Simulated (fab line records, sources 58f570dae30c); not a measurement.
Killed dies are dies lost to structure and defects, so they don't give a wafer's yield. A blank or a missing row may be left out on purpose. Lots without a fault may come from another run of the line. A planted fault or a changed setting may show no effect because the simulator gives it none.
Which tool did it? | flow berkeley_cmos170 | 13 lots, 39 wafers sampled, at 5 steps of a route of 331

WHAT THE GAUGES READ, wafer by wafer
UCB170_V1_THK_MEAS_04.
lot  | measured     | on            | V1_POLISHED_THK (nm)
L160 | day 7 20:55  | film_metro-04 | 1002.0 1000.3 1000.1
L162 | day 8 08:01  | film_metro-04 | 999.1 999.8 997.3
L164 | day 8 08:01  | film_metro-03 | 997.9 997.7 999.4
L165 | day 8 22:15  | film_metro-03 | 1000.8 1000.1 998.8
L167 | day 9 15:14  | film_metro-02 | 999.7 1000.7 999.8
L168 | day 9 15:14  | film_metro-03 | 998.1 999.4 997.7
L170 | day 10 02:01 | film_metro-02 | 1002.4 1001.3 999.2
L169 | day 10 02:17 | film_metro-02 | 1001.1 1000.8 1002.2
L172 | day 10 15:46 | film_metro-03 | 1001.5 1002.6 1001.8
L178 | day 11 01:08 | film_metro-02 | 1001.5 1351.5 1002.4
L181 | day 12 04:27 | film_metro-04 | 1000.3 998.6 1000.6
L180 | day 12 08:46 | film_metro-04 | 1000.4 1000.5 1000.0
L182 | day 12 20:28 | film_metro-02 | 999.7 1000.4 1000.6

WHICH TOOL RAN EACH LOT (tool, then ch and the chambers of the sampled wafers, then the start)
lot  | UCB170_SILICIDE_RTA_04           | UCB170_CONTACT_STRIP_06              | UCB170_CONTACT_RTA_08            | UCB170_V1_CMP_02
L160 | rtp_anneal-01 ch 0, day 7 05:21  | plasma_asher-03 ch 0,1, day 7 09:31  | rtp_anneal-01 ch 0, day 7 09:58  | cmp-01 ch 2,3, day 7 20:32
L162 | rtp_anneal-02 ch 0, day 7 17:42  | plasma_asher-01 ch 0,1, day 7 23:16  | rtp_anneal-01 ch 0, day 7 23:32  | cmp-01 ch 0,2,3, day 8 07:35
L164 | rtp_anneal-01 ch 0, day 7 17:53  | plasma_asher-04 ch 0,1, day 7 23:12  | rtp_anneal-02 ch 0, day 7 23:30  | cmp-02 ch 0,1,3, day 8 07:35
L165 | rtp_anneal-02 ch 0, day 8 08:41  | plasma_asher-01 ch 0,1, day 8 13:57  | rtp_anneal-01 ch 0, day 8 14:13  | cmp-02 ch 1,2,3, day 8 21:58
L167 | rtp_anneal-01 ch 0, day 9 03:09  | plasma_asher-04 ch 0,1, day 9 06:08  | rtp_anneal-01 ch 0, day 9 06:25  | cmp-01 ch 0,2,3, day 9 14:54
L168 | rtp_anneal-02 ch 0, day 9 03:34  | plasma_asher-01 ch 0,1, day 9 06:16  | rtp_anneal-02 ch 0, day 9 06:36  | cmp-02 ch 1,3, day 9 14:48
L170 | rtp_anneal-01 ch 0, day 9 11:44  | plasma_asher-04 ch 0,1, day 9 15:53  | rtp_anneal-02 ch 0, day 9 17:01  | cmp-02 ch 2,3, day 10 01:34
L169 | rtp_anneal-02 ch 0, day 9 12:22  | plasma_asher-03 ch 0,1, day 9 15:52  | rtp_anneal-01 ch 0, day 9 17:00  | cmp-01 ch 1,2,3, day 10 01:51
L172 | rtp_anneal-01 ch 0, day 10 00:37 | plasma_asher-03 ch 0,1, day 10 03:31 | rtp_anneal-02 ch 0, day 10 03:47 | cmp-01 ch 2,3, day 10 15:21
L178 | rtp_anneal-01 ch 0, day 10 11:29 | plasma_asher-04 ch 0,1, day 10 15:23 | rtp_anneal-02 ch 0, day 10 15:41 | cmp-02 ch 0,1,2, day 11 00:43
L181 | rtp_anneal-02 ch 0, day 11 17:11 | plasma_asher-01 ch 0,1, day 11 19:46 | rtp_anneal-02 ch 0, day 11 20:03 | cmp-01 ch 1,2, day 12 04:02
L180 | rtp_anneal-01 ch 0, day 11 17:34 | plasma_asher-04 ch 0,1, day 11 21:32 | rtp_anneal-01 ch 0, day 11 21:53 | cmp-01 ch 1,2,3, day 12 08:20
L182 | rtp_anneal-01 ch 0, day 12 02:16 | plasma_asher-03 ch 0,1, day 12 07:28 | rtp_anneal-02 ch 0, day 12 07:46 | cmp-01 ch 1,2,3, day 12 20:05
- UCB170_SILICIDE_RTA_04: time 15 s.
- UCB170_CONTACT_STRIP_06: strips in O2.
- UCB170_CONTACT_RTA_08: time 10 s.
- UCB170_V1_CMP_02: polishes SiO2.

WHAT THE TOOLS THEMSELVES READ (means of the sampled wafers that have a number; where no wafer has one, the mark that the record gives instead)
UCB170_SILICIDE_RTA_04.
lot  | tool          | lamp_power_pct (%) | wafer_temp_C_max
L160 | rtp_anneal-01 | 11.291             | 652.5
L162 | rtp_anneal-02 | 11.354             | 654.2
L164 | rtp_anneal-01 | 11.295             | 653.1
L165 | rtp_anneal-02 | 11.342             | 653.4
L167 | rtp_anneal-01 | 11.301             | 652.6
L168 | rtp_anneal-02 | 11.341             | 653.1
L170 | rtp_anneal-01 | 11.296             | 652.6
L169 | rtp_anneal-02 | 11.352             | 653.9
L172 | rtp_anneal-01 | 11.299             | 652.5
L178 | rtp_anneal-01 | 11.288             | 652.8
L181 | rtp_anneal-02 | 11.347             | 653.4
L180 | rtp_anneal-01 | 11.289             | 652.4
L182 | rtp_anneal-01 | 11.301             | 652.6

UCB170_CONTACT_STRIP_06.
lot  | tool            | drypump_motor_current_A (A) | oes_product_au (a.u.) | strip_time_to_endpoint_s (s)
L160 | plasma_asher-03 | 5.88                        | 0.733                 | 21.79
L162 | plasma_asher-01 | 6.08                        | 0.736                 | 21.86
L164 | plasma_asher-04 | 5.77                        | 0.738                 | 21.89
L165 | plasma_asher-01 | 6.10                        | 0.734                 | 21.91
L167 | plasma_asher-04 | 5.77                        | 0.731                 | 22.04
L168 | plasma_asher-01 | 6.09                        | 0.738                 | 21.99
L170 | plasma_asher-04 | 5.79                        | 0.742                 | 21.88
L169 | plasma_asher-03 | 5.85                        | 0.735                 | 22.01
L172 | plasma_asher-03 | 5.83                        | 0.732                 | 21.87
L178 | plasma_asher-04 | 5.73                        | 0.739                 | 21.96
L181 | plasma_asher-01 | 6.08                        | 0.737                 | 21.93
L180 | plasma_asher-04 | 5.78                        | 0.741                 | 21.87
L182 | plasma_asher-03 | 5.66                        | 0.733                 | 21.96

UCB170_CONTACT_RTA_08.
lot  | tool          | lamp_power_pct (%) | wafer_temp_C_max
L160 | rtp_anneal-01 | 26.34              | 903.3
L162 | rtp_anneal-01 | 26.34              | 903.7
L164 | rtp_anneal-02 | 26.48              | 904.6
L165 | rtp_anneal-01 | 26.38              | 903.2
L167 | rtp_anneal-01 | 26.35              | 903.1
L168 | rtp_anneal-02 | 26.46              | 905.5
L170 | rtp_anneal-02 | 26.49              | 905.2
L169 | rtp_anneal-01 | 26.35              | 902.9
L172 | rtp_anneal-02 | 26.47              | 904.9
L178 | rtp_anneal-02 | 26.48              | 904.6
L181 | rtp_anneal-02 | 26.48              | 904.7
L180 | rtp_anneal-01 | 26.36              | 903.9
L182 | rtp_anneal-02 | 26.45              | 904.9

UCB170_V1_CMP_02.
lot  | tool   | motor_current_A (A)
L160 | cmp-01 | 16.4
L162 | cmp-01 | 14.8
L164 | cmp-02 | 15.6
L165 | cmp-02 | 16.7
L167 | cmp-01 | 15.4
L168 | cmp-02 | 15.3
L170 | cmp-02 | 16.4
L169 | cmp-01 | 16.1
L172 | cmp-01 | 15.3
L178 | cmp-02 | 16.5
L181 | cmp-01 | 16.3
L180 | cmp-01 | 15.8
L182 | cmp-01 | 15.9

THE ANSWER, worked out from the rows above alone
Rule: what is usual is taken from the lots themselves. Put in order of their means at a reading, lots are off if they are a third of the lots or fewer, leave a main group of 4 or more, and stand apart from it by a gap of 3 or more times the standard deviation of the main group's means; of several such gaps the widest counts. A main group whose means are all the same, to the digits that the tables above print for the reading, isn't used. A lot without any number at a reading at which 4 lots or more have one is off too. The other lots that the step has rows for count as sound. The gauges are gone through in route order, then the tools' own readings, and for those a lot's mean is taken as printed above. The first step at which some lot is off is used, and at that step the reading that is off furthest; a lot without a number counts as furthest.
Off: L178, at UCB170_V1_THK_MEAS_04 (V1_POLISHED_THK). The main group: mean 1000.1 nm, standard deviation 1.1.
A tool fits if, at a process step before that reading, it ran every lot that is off, and no sound lot after the first of them. The gauges at UCB170_V1_THK_MEAS_04 are tried like those tools. One fits: cmp-02 at UCB170_V1_CMP_02. Its last sound lot is L170 (day 10 01:34), its first lot that is off L178 (day 11 00:43): a fault that began between those two fits.

WHAT THE SIMULATOR HAD PUT IN
Process parameter drift: cmp-02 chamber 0, from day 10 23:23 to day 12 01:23, at UCB170_V1_CMP_02. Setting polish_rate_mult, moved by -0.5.
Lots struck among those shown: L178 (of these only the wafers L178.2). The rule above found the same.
